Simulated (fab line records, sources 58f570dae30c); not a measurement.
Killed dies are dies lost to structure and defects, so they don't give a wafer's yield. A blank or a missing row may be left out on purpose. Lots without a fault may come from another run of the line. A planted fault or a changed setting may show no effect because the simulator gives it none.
Split-lot experiment | flow berkeley_cmos170 | 5 lots, 23 wafers read, on a route of 331 steps

THE SPLIT
At UCB170_NWELL_IMPLANT_14, the setting energy_kev was moved away from the recipe's 150 on 9 of the 23 wafers read, by -5.3% to +2.7%. The other wafers ran this setting at the recipe's value.

The reading is taken at the split's own step.

THE READING
implant.drp_nm (the simulator's own value, which no gauge read), in nm, at UCB170_NWELL_IMPLANT_14. The file gives no usual value for it.

wafer  | tool, chamber at the split | energy_kev as run | against the recipe | implant.drp_nm, nm | against lot-mates on the recipe
L076.1 | implanter-04, 0            | 150               | recipe             | 62.72              | -
L076.3 | implanter-04, 0            | 150               | recipe             | 62.72              | -
L076.4 | implanter-04, 0            | 150               | recipe             | 62.72              | -
L076.2 | implanter-04, 0            | 152.8             | +1.9%              | 63.61              | +0.89
L076.6 | implanter-04, 0            | 152.8             | +1.9%              | 63.61              | +0.89
L079.2 | implanter-04, 0            | 150               | recipe             | 62.72              | -
L079.3 | implanter-04, 0            | 150               | recipe             | 62.72              | -
L079.6 | implanter-04, 0            | 150               | recipe             | 62.72              | -
L079.4 | implanter-04, 0            | 142.1             | -5.3%              | 60.12              | -2.60
L079.5 | implanter-04, 0            | 142.1             | -5.3%              | 60.12              | -2.60
L080.2 | implanter-03, 0            | 150               | recipe             | 62.72              | -
L080.3 | implanter-03, 0            | 150               | recipe             | 62.72              | -
L080.4 | implanter-03, 0            | 150               | recipe             | 62.72              | -
L082.2 | implanter-04, 0            | 150               | recipe             | 62.72              | -
L082.6 | implanter-04, 0            | 150               | recipe             | 62.72              | -
L082.3 | implanter-04, 0            | 154               | +2.7%              | 63.98              | +1.26
L082.4 | implanter-04, 0            | 154               | +2.7%              | 63.98              | +1.26
L082.5 | implanter-04, 0            | 154               | +2.7%              | 63.98              | +1.26
L085.1 | implanter-03, 0            | 150               | recipe             | 62.72              | -
L085.4 | implanter-03, 0            | 150               | recipe             | 62.72              | -
L085.5 | implanter-03, 0            | 150               | recipe             | 62.72              | -
L085.2 | implanter-03, 0            | 145.1             | -3.3%              | 61.12              | -1.60
L085.6 | implanter-03, 0            | 145.1             | -3.3%              | 61.12              | -1.60

THE FIT
A straight line over all 23 wafers: implant.drp_nm changes by +0.487 nm for each +1% of energy_kev; r = +1.00; the points scatter about the line by 0.016 nm.
The same after taking each lot's own level away (the mean of its wafers on the recipe; 23 wafers): +0.487 nm for each +1%; r = +1.00; scatter 0.016 nm.
On that fit, the largest move of energy_kev shifts the reading by 2.6 nm.
The lots' own levels span 62.720 to 62.720 nm.
So the lot-to-lot level changes the slope little: the two slopes agree.
Check: with one of the wafers moved furthest among these (-5.3%) left out of the fit, the line predicts -2.57 nm for it against its lot-mates. It came out at -2.6 nm against them.

OTHER SPLITS ON THESE WAFERS
These wafers also went through other splits before the reading. Each is held against what the fit with the lots' levels taken away leaves over:
other split on the same wafers   | wafers away from the commonest value | r with implant.drp_nm (lot level and that fit taken away)
UCB170_START_OXIDATION_02 temp_c | 10                                   | -0.11
UCB170_NWELL_OXIDATION_01 temp_c | 10                                   | +0.35

THE WHOLE CHAIN: every reading that the file lists as answering this split, in the file's order
step                    | what it does | reading                                                         | change (the file's fit)               | r (the file's)
UCB170_NWELL_IMPLANT_14 |              | implant.rp_nm (the simulator's own value, which no gauge read)  | +1.93 nm for each +1% of the setting  | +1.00
UCB170_NWELL_IMPLANT_14 |              | implant.drp_nm (the simulator's own value, which no gauge read) | +0.489 nm for each +1% of the setting | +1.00

THE FILE'S OWN FIT
implant.drp_nm changes by +0.489 nm for each +1% of energy_kev, r = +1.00.
